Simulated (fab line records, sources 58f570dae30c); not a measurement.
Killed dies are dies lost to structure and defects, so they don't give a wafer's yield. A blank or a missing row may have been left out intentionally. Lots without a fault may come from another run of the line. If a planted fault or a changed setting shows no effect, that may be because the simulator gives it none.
Split-lot study :: flow berkeley_cmos170 :: 27 wafers read from 5 lots, route of 331 steps

## THE SPLIT ITSELF
At UCB170_PWELL_OXIDATION_02 (target thk 26.4 nm, ox time 1260 s), the setting ox_time_s was moved away from the recipe's 1260 s on 24 of the 27 wafers read, by -30.5% to +57.9%. All remaining wafers had this setting at the recipe value.

Split to reading: the file shows no intervening step.

## THE READING
PWELL_OXIDE_THK in nanometres, read at UCB170_PWELL_THK_MEAS_03. On this fab line, fault-free wafers typically give 26.5 nm with a standard deviation of 0.48 nm.

wafer: L074.1
tool, chamber at the split: -, -
ox_time_s as run, s: 875.4
against the recipe: -30.5%
PWELL_OXIDE_THK, nm: 21.2
against lot-mates on the recipe: no lot-mate on the recipe

wafer: L074.2
tool, chamber at the split: -, -
ox_time_s as run, s: 875.4
against the recipe: -30.5%
PWELL_OXIDE_THK, nm: 21.7
against lot-mates on the recipe: no lot-mate on the recipe

wafer: L074.3
tool, chamber at the split: -, -
ox_time_s as run, s: 875.4
against the recipe: -30.5%
PWELL_OXIDE_THK, nm: 21.6
against lot-mates on the recipe: no lot-mate on the recipe

wafer: L074.4
tool, chamber at the split: -, -
ox_time_s as run, s: 875.4
against the recipe: -30.5%
PWELL_OXIDE_THK, nm: 21.2
against lot-mates on the recipe: no lot-mate on the recipe

wafer: L074.5
tool, chamber at the split: -, -
ox_time_s as run, s: 875.4
against the recipe: -30.5%
PWELL_OXIDE_THK, nm: 21.2
against lot-mates on the recipe: no lot-mate on the recipe

wafer: L074.6
tool, chamber at the split: -, -
ox_time_s as run, s: 875.4
against the recipe: -30.5%
PWELL_OXIDE_THK, nm: 21.2
against lot-mates on the recipe: no lot-mate on the recipe

wafer: L077.1
tool, chamber at the split: furnace-03, 0
ox_time_s as run, s: 1260
against the recipe: recipe
PWELL_OXIDE_THK, nm: 26.5
against lot-mates on the recipe: -

wafer: L077.2
tool, chamber at the split: furnace-03, 0
ox_time_s as run, s: 1260
against the recipe: recipe
PWELL_OXIDE_THK, nm: 26.6
against lot-mates on the recipe: -

wafer: L077.3
tool, chamber at the split: furnace-03, 0
ox_time_s as run, s: 1260
against the recipe: recipe
PWELL_OXIDE_THK, nm: 26.6
against lot-mates on the recipe: -

wafer: L080.1
tool, chamber at the split: -, -
ox_time_s as run, s: 1720
against the recipe: +36.5%
PWELL_OXIDE_THK, nm: 32.0
against lot-mates on the recipe: no lot-mate on the recipe

wafer: L080.2
tool, chamber at the split: -, -
ox_time_s as run, s: 1720
against the recipe: +36.5%
PWELL_OXIDE_THK, nm: 32.1
against lot-mates on the recipe: no lot-mate on the recipe

wafer: L080.3
tool, chamber at the split: -, -
ox_time_s as run, s: 1720
against the recipe: +36.5%
PWELL_OXIDE_THK, nm: 31.8
against lot-mates on the recipe: no lot-mate on the recipe

wafer: L080.4
tool, chamber at the split: -, -
ox_time_s as run, s: 1720
against the recipe: +36.5%
PWELL_OXIDE_THK, nm: 31.9
against lot-mates on the recipe: no lot-mate on the recipe

wafer: L080.5
tool, chamber at the split: -, -
ox_time_s as run, s: 1720
against the recipe: +36.5%
PWELL_OXIDE_THK, nm: 32.1
against lot-mates on the recipe: no lot-mate on the recipe

wafer: L080.6
tool, chamber at the split: -, -
ox_time_s as run, s: 1720
against the recipe: +36.5%
PWELL_OXIDE_THK, nm: 31.9
against lot-mates on the recipe: no lot-mate on the recipe

wafer: L081.1
tool, chamber at the split: -, -
ox_time_s as run, s: 1990
against the recipe: +57.9%
PWELL_OXIDE_THK, nm: 34.4
against lot-mates on the recipe: no lot-mate on the recipe

wafer: L081.2
tool, chamber at the split: -, -
ox_time_s as run, s: 1990
against the recipe: +57.9%
PWELL_OXIDE_THK, nm: 33.8
against lot-mates on the recipe: no lot-mate on the recipe

wafer: L081.3
tool, chamber at the split: -, -
ox_time_s as run, s: 1990
against the recipe: +57.9%
PWELL_OXIDE_THK, nm: 34.0
against lot-mates on the recipe: no lot-mate on the recipe

wafer: L081.4
tool, chamber at the split: -, -
ox_time_s as run, s: 1990
against the recipe: +57.9%
PWELL_OXIDE_THK, nm: 33.8
against lot-mates on the recipe: no lot-mate on the recipe

wafer: L081.5
tool, chamber at the split: -, -
ox_time_s as run, s: 1990
against the recipe: +57.9%
PWELL_OXIDE_THK, nm: 34.0
against lot-mates on the recipe: no lot-mate on the recipe

wafer: L081.6
tool, chamber at the split: -, -
ox_time_s as run, s: 1990
against the recipe: +57.9%
PWELL_OXIDE_THK, nm: 33.9
against lot-mates on the recipe: no lot-mate on the recipe

wafer: L085.1
tool, chamber at the split: -, -
ox_time_s as run, s: 1462
against the recipe: +16.0%
PWELL_OXIDE_THK, nm: 29.6
against lot-mates on the recipe: no lot-mate on the recipe

wafer: L085.2
tool, chamber at the split: -, -
ox_time_s as run, s: 1462
against the recipe: +16.0%
PWELL_OXIDE_THK, nm: 29.8
against lot-mates on the recipe: no lot-mate on the recipe

wafer: L085.3
tool, chamber at the split: -, -
ox_time_s as run, s: 1462
against the recipe: +16.0%
PWELL_OXIDE_THK, nm: 29.4
against lot-mates on the recipe: no lot-mate on the recipe

wafer: L085.4
tool, chamber at the split: -, -
ox_time_s as run, s: 1462
against the recipe: +16.0%
PWELL_OXIDE_THK, nm: 29.6
against lot-mates on the recipe: no lot-mate on the recipe

wafer: L085.5
tool, chamber at the split: -, -
ox_time_s as run, s: 1462
against the recipe: +16.0%
PWELL_OXIDE_THK, nm: 29.8
against lot-mates on the recipe: no lot-mate on the recipe

wafer: L085.6
tool, chamber at the split: -, -
ox_time_s as run, s: 1462
against the recipe: +16.0%
PWELL_OXIDE_THK, nm: 29.4
against lot-mates on the recipe: no lot-mate on the recipe

FIT RESULTS
A straight line over all 27 wafers: PWELL_OXIDE_THK changes by +0.145 nm for each +1% of ox_time_s; r = +0.99; the points scatter about the line by 0.7 nm.
Too few moved wafers have a lot-mate on the recipe to fit a line with each lot's own level taken away.

## THE WHOLE CHAIN: every reading that the file lists as answering this split, in the file's order
step: UCB170_PWELL_OXIDATION_02
what it does: target thk 26.4 nm, ox time 1260 s
reading: SiO2_of_PWELL_OXIDATION_02.thk_nm (the simulator's own value, which no gauge read)
change (the file's fit): +0.145 nm for each +1% of the setting
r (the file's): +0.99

step: UCB170_PWELL_THK_MEAS_03
what it does: 
reading: PWELL_OXIDE_THK
change (the file's fit): +0.145 for each +1% of the setting
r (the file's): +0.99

## THE FILE'S OWN FIT
PWELL_OXIDE_THK changes by +0.145 nm for each +1% of ox_time_s, r = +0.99.
